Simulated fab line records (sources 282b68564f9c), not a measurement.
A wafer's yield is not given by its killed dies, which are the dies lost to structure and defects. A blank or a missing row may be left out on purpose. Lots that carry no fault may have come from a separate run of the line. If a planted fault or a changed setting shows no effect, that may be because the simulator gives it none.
8D (eight disciplines) problem report, filled in by code :: flow rit_cmos :: the parts of the form that need people (team, actions taken, sign-off) are left out

## 1. THE ISSUE
Wafers free of any fault read 477 (standard deviation 3.9) for PRETRO_TW at RIT_PRETRO_TW_MEAS_10, against a mean of 442 on 6 wafers of 2 lots. That puts it -9.0 standard deviations away from the usual mean.
Seen first at day 5 00:46 on film_metro-02, wafer L441.2. The record has a number at this step for 42 wafers belonging to 14 lots. Rule for "out" (also "out of limits"): further than 4 standard deviations from the usual mean. The other wafers with a number count as sound.

## 2. WHAT IT IS, AND WHAT IT ISN'T
question: which readings at this step
is: PRETRO_TW
is not: -

question: which lots
is: L441, L442
is not: L428, L429, L430, L431, L433, L434, L438, L444, L445, L447, L448, L450

question: which wafers of those lots
is: all that have a number
is not: -

question: read on which gauges
is: film_metro-01, film_metro-02
is not: film_metro-03

question: when
is: from day 5 00:46
is not: up to then (21 sound wafers); but 15 sound wafers of L444, L445, L447, L448, L450 came after

## 3. SUSPECTS, AND WHAT RULES EACH OUT
Counting: a tool at a process step up to the reading stays a suspect if it ran every lot that is out and no sound lot after the first of them.
- the gauge at RIT_PRETRO_TW_MEAS_10 has been ruled out. Those wafers that are out were read across 2 gauges (film_metro-01, film_metro-02).
- implanter-01 at RIT_PRETRO_IMPLANT_08: kept. All lots that are out passed through it, beginning with L441 at day 5 00:28, and no sound lot followed; its final sound lot before that point was L428 at day 2 10:55. Its own dose_ions_cm2, faraday_current_uA readings are out on those wafers.
The count leaves implanter-01 at RIT_PRETRO_IMPLANT_08.

## 4. THE CAUSE (what the simulator had put in)
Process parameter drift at RIT_PRETRO_IMPLANT_08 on implanter-01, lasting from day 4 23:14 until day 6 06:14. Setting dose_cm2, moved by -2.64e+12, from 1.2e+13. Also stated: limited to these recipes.
The count eliminated every tool but this one.

## 5. THE CHAIN OF EFFECTS, in route order
One row per reading whose mean, taken over the struck wafers that have a number, lies over 3 standard deviations from the usual. Only readings whose record carries a usual standard deviation are examined. hours: median over the lots of the time between each lot's start at the first step of this table that gives one and its start at this step. sigmas: the change, counted in usual standard deviations.
hours: 0
step: RIT_PRETRO_IMPLANT_08
reading: dose_ions_cm2
usual: 1.2001e+13
on struck wafers: 9.3583e+12
change: -2.6427e+12
sigmas: -99 or more

hours: 0
step: RIT_PRETRO_IMPLANT_08
reading: faraday_current_uA
usual: 38.1
on struck wafers: 30.0
change: -8.1
sigmas: -11

hours: 0
step: RIT_PRETRO_TW_MEAS_10
reading: PRETRO_TW
usual: 477
on struck wafers: 442
change: -35
sigmas: -9.0
Here are the process steps it includes:
- RIT_PRETRO_IMPLANT_08
Later measuring or inspecting steps at which every struck wafer that the step has a row for has a number for every such reading, and none has moved that far: RIT_PLDD_TW_MEAS_10, RIT_M1_RS_MEAS_01.

## 6. HOW IT WOULD HAVE BEEN CAUGHT EARLIER
In this record the first reading out of limits at a measuring or inspecting step was taken at day 5 00:46, 2 hours after the fault began at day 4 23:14.
The tool's own readings at RIT_PRETRO_IMPLANT_08 were out on every struck wafer that the step has a row for (dose_ions_cm2, faraday_current_uA): an alarm limit on them would have fired on the first of those.
Of the lots that are out (2), L442 began RIT_PRETRO_IMPLANT_08 on implanter-01 after day 5 00:46. A hold on the tool at that time would have spared it.
